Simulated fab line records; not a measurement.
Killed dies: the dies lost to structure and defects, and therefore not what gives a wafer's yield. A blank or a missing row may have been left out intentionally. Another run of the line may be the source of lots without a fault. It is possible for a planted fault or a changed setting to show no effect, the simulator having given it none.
Split-lot experiment	flow rit cmos	5 lots, 23 wafers read, on a route of 202 steps

== THE SPLIT ==
At RIT_ACTIVE_DEVELOP_10 (develop time 50 s), the setting develop time s was moved away from the recipe's 50 s on 10 of the 23 wafers read, by -13.5% to +9.1%. This setting was run at the recipe's value on the other wafers.

== FROM THE SPLIT TO THE READING: what the file shows between them, 4 steps ==
- RIT_ACTIVE_CD_MEAS_11: target cd 1400 nm
- RIT_ACTIVE_HARDBAKE_12: time 60 s
- RIT_ACTIVE_ETCH_13: etches Si3N4 in SF6, stops on SiO2, time 210 s, target depth 210 nm
- RIT_ACTIVE_STRIP_14: strips in O2, time 180 s

== THE READING ==
cd nm, in nm, at RIT_ACTIVE_CD_MEAS_90 (target cd 1400 nm). Fault-free wafers of this fab line usually give 1400.2 nm, standard deviation 2.1 nm.

wafer	tool, chamber at the split	develop time s as run, s	against the recipe	cd nm, nm	against lot-mates on the recipe
L075.2	litho track-01, 0	52.72	+5.4%	1395.4	-3.8
L075.3	litho track-01, 0	50	recipe	1398.6	-
L075.4	litho track-01, 0	52.72	+5.4%	1393.5	-5.8
L075.5	litho track-01, 0	50	recipe	1399.9	-
L075.6	litho track-01, 0	52.72	+5.4%	1395.5	-3.8
L079.1	litho track-01, 0	50	recipe	1396.6	-
L079.2	litho track-01, 0	43.27	-13.5%	1411.9	+15.2
L079.3	litho track-01, 0	50	recipe	1397.0	-
L079.4	litho track-01, 0	43.27	-13.5%	1412.5	+15.8
L079.5	litho track-01, 0	50	recipe	1396.4	-
L081.2	litho track-02, 0	50	recipe	1398.0	-
L081.4	litho track-02, 0	50	recipe	1398.4	-
L081.5	litho track-02, 0	50	recipe	1399.8	-
L084.1	litho track-03, 0	50	recipe	1397.9	-
L084.2	litho track-03, 0	54.56	+9.1%	1387.3	-10.1
L084.3	litho track-03, 0	50	recipe	1397.1	-
L084.5	litho track-03, 0	54.56	+9.1%	1388.6	-8.8
L084.6	litho track-03, 0	50	recipe	1397.1	-
L085.1	litho track-01, 0	46.4	-7.2%	1407.0	+5.8
L085.2	litho track-01, 0	50	recipe	1400.1	-
L085.3	litho track-01, 0	46.4	-7.2%	1408.3	+7.1
L085.4	litho track-01, 0	46.4	-7.2%	1407.9	+6.7
L085.6	litho track-01, 0	50	recipe	1402.3	-

THE FIT
A straight line over all 23 wafers: cd nm changes by -1.06 nm for each +1% of develop time s; r = -0.97; the points scatter about the line by 1.7 nm.
The same after taking each lot's own level away (the mean of its wafers on the recipe; 23 wafers): -1.04 nm for each +1%; r = -0.99; scatter 1 nm.
That fit puts the effect of the largest move of develop time s on the reading at 14 nm.
Measured against the standard deviation above, the lots' own levels, which go from 1396.67 to 1401.20 nm, span 2.2 times it.
Hence the lot-to-lot level has little effect on the slope; both slopes agree.
Check: +13.7 nm against its lot-mates is what the line predicts for one of the wafers moved furthest among these (-13.5%) when that wafer is left out of the fit. Against them it came out at +15.2 nm.

== THE WHOLE CHAIN: every reading that the file lists as answering this split, in the file's order ==
step	what it does	reading	change (the file's fit)	r (the file's)
RIT_ACTIVE_CD_MEAS_11	target cd 1400 nm	cd nm	-1.03 nm for each +1% of the setting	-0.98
RIT_ACTIVE_ETCH_13	etches Si3N4 in SF6, stops on SiO2, time 210 s, target depth 210 nm	ACTIVE.cd nm (the simulator's own value, which no gauge read)	-1.06 nm for each +1% of the setting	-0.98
RIT_ACTIVE_CD_MEAS_90	target cd 1400 nm	cd nm	-1.06 nm for each +1% of the setting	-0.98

== FILE'S OWN FIT ==
cd nm changes by -1.06 nm for each +1% of develop time s, r = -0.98.
